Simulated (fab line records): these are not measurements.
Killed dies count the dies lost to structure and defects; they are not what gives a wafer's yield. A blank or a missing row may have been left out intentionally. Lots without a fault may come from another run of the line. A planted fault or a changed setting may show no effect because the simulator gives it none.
Matching of chambers    flow berkeley cmos170    4 sister chambers for UCB170_GATE_ETCH_15 on rie si-02
The step etches poly-Si in HBr/Cl2, stops on SiO2, time 56.3 s, target depth 278.2 nm. 4 wafers are shown with their chamber, then 8 later ones without.

== WAFERS WITH THEIR CHAMBER ==
wafer   chamber  throttle valve pct (%)
L705.2  0        26.25
L709.5  2        26.59
L709.6  3        26.45
L713.1  1        26.13

== WAFERS WITH NO CHAMBER GIVEN ==
wafer   throttle valve pct (%)
L713.3  26.43
L713.4  26.59
L714.1  26.43
L714.5  26.43
L714.6  26.26
L715.1  26.11
L715.2  26.25
L715.4  26.44

== WHICH CHAMBER EACH ONE RAN IN ==
wafer   from the rows above  in truth
L713.3  3                    3
L713.4  2                    2
L714.1  3                    3
L714.5  3                    3
L714.6  0                    0
L715.1  1                    1
L715.2  0                    0
L715.4  3                    3
Correct placement for 8 of the 8. Not placeable from these rows: 0. Number placed wrongly: 0.
How it was worked out, from the rows above alone: a wafer's distance from a chamber is the root of the sum, over the readings, of the square of ((its reading less the chamber's mean) divided by the reading's scatter). If the next closest chamber is less than 2 further off than the closest, the wafer can't be placed; otherwise it belongs to the closest. A chamber's mean is the mean of its shown wafers. The scatter: with one shown wafer a chamber, the root of the mean of the squares of how far each hidden wafer lies from its nearest shown one.
